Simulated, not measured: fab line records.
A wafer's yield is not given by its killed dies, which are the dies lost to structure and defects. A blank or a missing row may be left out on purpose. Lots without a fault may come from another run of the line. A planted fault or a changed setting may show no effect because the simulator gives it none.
The tool behind it: which one? + flow rit-cmos + 14 lots with 42 wafers sampled at 2 steps, on a route of 202 steps

== WHAT THE GAUGES SHOWED, per wafer ==
RIT_WELLDRIVE_RS_MEAS_02: measures by four-point-probe. Usual: for PWELL_RS the level is 429.1 ohm/sq and the standard deviation is 1.1.
| lot  | measured    | on            | PWELL_RS (ohm/sq)                   | flag |
|------|-------------|---------------|-------------------------------------|------|
| L236 | day 2 05:15 | film-metro-02 | 427.7 428.8 429.3                   |      |
| L238 | day 2 15:52 | film-metro-04 | 429.7 427.2 429.1                   |      |
| L239 | day 2 19:49 | film-metro-02 | 428.4 427.6 428.3                   |      |
| L240 | day 2 23:47 | film-metro-04 | 429.6 429.5 429.6                   |      |
| L241 | day 3 05:08 | film-metro-02 | 428.0 428.7 428.8                   |      |
| L242 | day 3 13:21 | film-metro-02 | 428.6 428.0 428.3                   |      |
| L243 | day 3 16:18 | film-metro-02 | 431.8 430.1 430.4                   |      |
| L244 | day 4 00:16 | film-metro-01 | 427.6 426.2 429.0                   |      |
| L245 | day 4 03:11 | film-metro-04 | 433.4 433.3 434.3 432.9 433.6 434.7 | OFF  |
| L246 | day 4 07:32 | film-metro-02 | 433.1 433.5 433.7 432.4 433.4 434.4 | OFF  |
| L252 | day 5 17:05 | film-metro-01 | 428.7 429.6 428.5                   |      |
| L257 | day 6 14:17 | film-metro-01 | 428.9 428.0 429.1                   |      |
| L258 | day 6 18:51 | film-metro-01 | 428.4 430.7 428.0                   |      |
| L259 | day 6 22:41 | film-metro-04 | 431.0 430.1 431.3                   |      |

== WHAT TOOL EACH LOT RAN ON (gives the tool, then ch and the chambers of the sampled wafers, and finally the start) ==
| lot  | RIT_PWELL_IMPLANT_08           |
|------|--------------------------------|
| L236 | implanter-03 ch 0, day 1 23:40 |
| L238 | implanter-03 ch 0, day 2 10:17 |
| L239 | implanter-04 ch 0, day 2 14:14 |
| L240 | implanter-04 ch 0, day 2 18:13 |
| L241 | implanter-01 ch 0, day 2 23:11 |
| L242 | implanter-01 ch 0, day 3 07:46 |
| L243 | implanter-01 ch 0, day 3 10:43 |
| L244 | implanter-03 ch 0, day 3 18:40 |
| L245 | implanter-04 ch 0, day 3 20:25 |
| L246 | implanter-04 ch 0, day 4 00:13 |
| L252 | implanter-01 ch 0, day 5 11:16 |
| L257 | implanter-01 ch 0, day 6 07:43 |
| L258 | implanter-01 ch 0, day 6 12:11 |
| L259 | implanter-04 ch 0, day 6 17:06 |
- RIT_PWELL_IMPLANT_08

== WHAT THE TOOLS THEMSELVES READ (means of the sampled wafers that have a number; where no wafer has one, the mark that the record gives instead) ==
RIT_PWELL_IMPLANT_08. Usual: dose-ions-cm2 reads 7e+13 (standard deviation 8.3e+10).
| lot  | tool         | dose-ions-cm2 | flag |
|------|--------------|---------------|------|
| L236 | implanter-03 | 7e+13         |      |
| L238 | implanter-03 | 7e+13         |      |
| L239 | implanter-04 | 7e+13         |      |
| L240 | implanter-04 | 7e+13         |      |
| L241 | implanter-01 | 7e+13         |      |
| L242 | implanter-01 | 7e+13         |      |
| L243 | implanter-01 | 7e+13         |      |
| L244 | implanter-03 | 7e+13         |      |
| L245 | implanter-04 | 7e+13         |      |
| L246 | implanter-04 | 7e+13         |      |
| L252 | implanter-01 | 7e+13         |      |
| L257 | implanter-01 | 7e+13         |      |
| L258 | implanter-01 | 7e+13         |      |
| L259 | implanter-04 | 7e+13         |      |

== THE ANSWER, worked out from the rows above alone ==
Rule: a lot counts as off when the mean over its wafers that have a number is more than 3 standard deviations away from the usual mean. Also off: a lot with no number at a reading for which 4 or more lots have one. The other lots that the step has rows for count as sound. First the gauges in route order, then the tools' own readings, where a lot's mean is used as printed above. The first step at which some lot is off is used, and at that step the reading that is off furthest; a lot without a number counts as furthest.
Off: L245, L246, at RIT_WELLDRIVE_RS_MEAS_02 (PWELL_RS).
A tool fits if, at a process step before that reading, it ran every lot that is off, and no sound lot after the first of them. Those tools and the gauges at RIT_WELLDRIVE_RS_MEAS_02 are tried in the same way. Not one of the candidates tried fits.

== WHAT WAS PUT IN BY THE SIMULATOR ==
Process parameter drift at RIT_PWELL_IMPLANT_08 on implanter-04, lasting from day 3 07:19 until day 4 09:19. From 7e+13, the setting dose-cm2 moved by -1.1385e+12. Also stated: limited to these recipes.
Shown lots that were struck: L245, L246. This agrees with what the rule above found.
